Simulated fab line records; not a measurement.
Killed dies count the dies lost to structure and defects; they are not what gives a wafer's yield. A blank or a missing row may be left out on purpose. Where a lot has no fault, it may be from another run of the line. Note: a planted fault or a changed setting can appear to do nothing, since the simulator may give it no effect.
Split-lot trial ; flow berkeley cmos170 ; 5 lots, 23 wafers read, on a route of 331 steps

THE SPLIT ITSELF
At UCB170_M2_METAL_ETCH_18 (etches Al in Cl2/BCl3, stops on SiO2, target depth 1170 nm, time 195 s), the setting over etch frac was moved away from the recipe's 0.3 on 8 of the 23 wafers read, by -29.8% to -10.3%. This setting was run at the recipe's value on the other wafers.

Between the split and the reading, the file records no step.

THE READING
oes product au, in a.u., at UCB170_M2_STRIP_19 (strips in O2). Typical for fault-free wafers on this fab line: 0.548 a.u., with standard deviation 0.0095 a.u.

wafer;tool, chamber at the split;over etch frac as run;against the recipe;oes product au, a.u.;against lot-mates on the recipe
L074.1;rie metal-04, 0;0.2548;-15.1%;0.572;+0.024
L074.2;rie metal-04, 0;0.2548;-15.1%;0.577;+0.029
L074.3;rie metal-04, 0;0.3;recipe;0.548;-
L074.5;rie metal-04, 0;0.3;recipe;0.544;-
L074.6;rie metal-04, 0;0.3;recipe;0.552;-
L076.2;rie metal-01, 1;0.2105;-29.8%;0.601;+0.060
L076.3;rie metal-01, 0;0.2105;-29.8%;0.597;+0.056
L076.4;rie metal-01, 1;0.2105;-29.8%;0.589;+0.048
L076.5;rie metal-01, 0;0.3;recipe;0.536;-
L076.6;rie metal-01, 1;0.3;recipe;0.546;-
L084.1;rie metal-04, 0;0.3;recipe;0.551;-
L084.3;rie metal-04, 0;0.3;recipe;0.557;-
L084.6;rie metal-04, 0;0.3;recipe;0.542;-
L085.1;rie metal-03, 1;0.3;recipe;0.558;-
L085.2;rie metal-03, 0;0.3;recipe;0.548;-
L085.4;rie metal-03, 0;0.3;recipe;0.553;-
L085.5;rie metal-03, 0;0.3;recipe;0.559;-
L085.6;rie metal-03, 1;0.3;recipe;0.560;-
L083.1;rie metal-01, 0;0.2692;-10.3%;0.555;+0.003
L083.3;rie metal-01, 1;0.2692;-10.3%;0.568;+0.016
L083.4;rie metal-01, 0;0.2692;-10.3%;0.543;-0.009
L083.5;rie metal-01, 0;0.3;recipe;0.542;-
L083.6;rie metal-01, 1;0.3;recipe;0.562;-

THE FIT
A straight line over all 23 wafers: oes product au changes by -0.00147 a.u. for each +1% of over etch frac; r = -0.88; the points scatter about the line by 0.0086 a.u.
The same after taking each lot's own level away (the mean of its wafers on the recipe; 23 wafers): -0.00175 a.u. for each +1%; r = -0.91; scatter 0.0085 a.u.
On that fit, the largest move of over etch frac shifts the reading by 0.052 a.u.
Across the lots, their own levels run from 0.5410 to 0.5556 a.u., a range of 1.5 times the standard deviation given above.
So the slope is not independent of the lot-to-lot level: the two fits are not the same.
Check: with one of the wafers moved furthest among these (-29.8%) left out of the fit, the line predicts +0.0474 a.u. for it against its lot-mates. Against them it came out at +0.06 a.u.

OTHER SPLITS APPLIED TO THESE WAFERS
Note: prior to the reading, these wafers also went through further splits. Each is held against what the fit with the lots' levels taken away leaves over:
other split on the same wafers;wafers away from the commonest value;r with oes product au (lot level and that fit taken away)
UCB170_V1_EXPOSE_09 dose mj;7;-0.36

THE WHOLE CHAIN: every reading that the file lists as answering this split, in the file's order
step;what it does;reading;change (the file's fit);r (the file's)
UCB170_M2_METAL_ETCH_18;etches Al in Cl2/BCl3, stops on SiO2, target depth 1170 nm, time 195 s;KrF_of_M2_COAT_10.thk nm (the simulator's own value, which no gauge read);-1.69 nm for each +1% of the setting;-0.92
UCB170_M2_STRIP_19;strips in O2;oes product au;-0.00169 a.u. for each +1% of the setting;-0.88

THE FILE'S OWN FIT
oes product au changes by -0.00169 a.u. for each +1% of over etch frac, r = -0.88.
